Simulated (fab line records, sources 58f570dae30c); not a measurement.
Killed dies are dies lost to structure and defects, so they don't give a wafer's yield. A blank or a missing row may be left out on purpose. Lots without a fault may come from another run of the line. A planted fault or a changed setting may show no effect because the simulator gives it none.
Split-lot experiment | flow berkeley_cmos170 | 5 lots, 23 wafers read, on a route of 331 steps

THE SPLIT
At UCB170_SILICIDE_SPUTTER_01 (material Ti, target thk 30 nm, time 25 s), the setting power_w was moved away from the recipe's 1500 W on 10 of the 23 wafers read, by -8.1% to +6.3%. The other wafers ran this setting at the recipe's value.

FROM THE SPLIT TO THE READING: what the file shows between them, 1 step
- UCB170_SILICIDE_RS_MEAS_02: measures by four-point-probe

THE READING
SILICIDE_TI_THK, in nm, at UCB170_SILICIDE_THK_MEAS_03 (measures by xrf). Fault-free wafers of this fab line usually give 30.2 nm, standard deviation 0.33 nm.

wafer  | tool, chamber at the split | power_w as run, W | against the recipe | SILICIDE_TI_THK, nm | against lot-mates on the recipe
L074.1 | pvd_sputter-01, -          | 1440              | -4.0%              | 29.0                | -1.3
L074.2 | pvd_sputter-01, -          | 1500              | recipe             | 30.2                | -
L074.3 | pvd_sputter-01, -          | 1500              | recipe             | 30.3                | -
L074.5 | pvd_sputter-01, -          | 1500              | recipe             | 30.5                | -
L074.6 | pvd_sputter-01, -          | 1440              | -4.0%              | 28.9                | -1.4
L079.1 | pvd_sputter-01, -          | 1595              | +6.3%              | 32.0                | +1.6
L079.3 | pvd_sputter-01, -          | 1595              | +6.3%              | 32.4                | +2.0
L079.4 | pvd_sputter-01, -          | 1500              | recipe             | 30.3                | -
L079.5 | pvd_sputter-01, -          | 1595              | +6.3%              | 32.3                | +1.9
L079.6 | pvd_sputter-01, -          | 1500              | recipe             | 30.5                | -
L078.4 | pvd_sputter-04, -          | 1500              | recipe             | 29.9                | -
L078.5 | pvd_sputter-04, -          | 1500              | recipe             | 30.6                | -
L078.6 | pvd_sputter-04, -          | 1500              | recipe             | 30.9                | -
L083.1 | pvd_sputter-01, -          | 1378              | -8.1%              | 27.6                | -2.6
L083.3 | pvd_sputter-01, -          | 1500              | recipe             | 30.3                | -
L083.4 | pvd_sputter-01, -          | 1378              | -8.1%              | 27.8                | -2.4
L083.5 | pvd_sputter-01, -          | 1500              | recipe             | 30.2                | -
L083.6 | pvd_sputter-01, -          | 1378              | -8.1%              | 27.6                | -2.6
L085.2 | pvd_sputter-02, -          | 1500              | recipe             | 30.7                | -
L085.3 | pvd_sputter-02, -          | 1391              | -7.3%              | 28.3                | -2.2
L085.4 | pvd_sputter-02, -          | 1391              | -7.3%              | 28.1                | -2.4
L085.5 | pvd_sputter-02, -          | 1500              | recipe             | 30.4                | -
L085.6 | pvd_sputter-02, -          | 1500              | recipe             | 30.4                | -

THE FIT
A straight line over all 23 wafers: SILICIDE_TI_THK changes by +0.315 nm for each +1% of power_w; r = +0.99; the points scatter about the line by 0.23 nm.
The same after taking each lot's own level away (the mean of its wafers on the recipe; 23 wafers): +0.309 nm for each +1%; r = +0.99; scatter 0.2 nm.
On that fit, the largest move of power_w shifts the reading by 2.5 nm.
The lots' own levels span 30.25 to 30.50 nm, that is 0.8 times the standard deviation above.
So the lot-to-lot level changes the slope little: the two slopes agree.
Check: with one of the wafers moved furthest among these (-8.1%) left out of the fit, the line predicts -2.54 nm for it against its lot-mates. It came out at -2.65 nm against them.

OTHER SPLITS ON THESE WAFERS
These wafers also went through other splits before the reading. Each is held against what the fit with the lots' levels taken away leaves over:
other split on the same wafers   | wafers away from the commonest value | r with SILICIDE_TI_THK (lot level and that fit taken away)
UCB170_PLDD_EXPOSE_03 dose_mj    | 9                                    | +0.07
UCB170_PLDD_IMPLANT_09 dose_cm2  | 8                                    | +0.05
UCB170_NSD_IMPLANT_08 energy_kev | 9                                    | -0.20

THE WHOLE CHAIN: every reading that the file lists as answering this split, in the file's order
step                        | what it does                             | reading                                                                           | change (the file's fit)               | r (the file's)
UCB170_SILICIDE_SPUTTER_01  | material Ti, target thk 30 nm, time 25 s | Ti_of_SILICIDE_SPUTTER_01.thk_nm (the simulator's own value, which no gauge read) | +0.314 nm for each +1% of the setting | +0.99
UCB170_SILICIDE_RS_MEAS_02  | measures by four-point-probe             | SILICIDE_TI_RS                                                                    | -0.334 for each +1% of the setting    | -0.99
UCB170_SILICIDE_THK_MEAS_03 | measures by xrf                          | SILICIDE_TI_THK                                                                   | +0.314 for each +1% of the setting    | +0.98

THE FILE'S OWN FIT
SILICIDE_TI_THK changes by +0.314 nm for each +1% of power_w, r = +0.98.
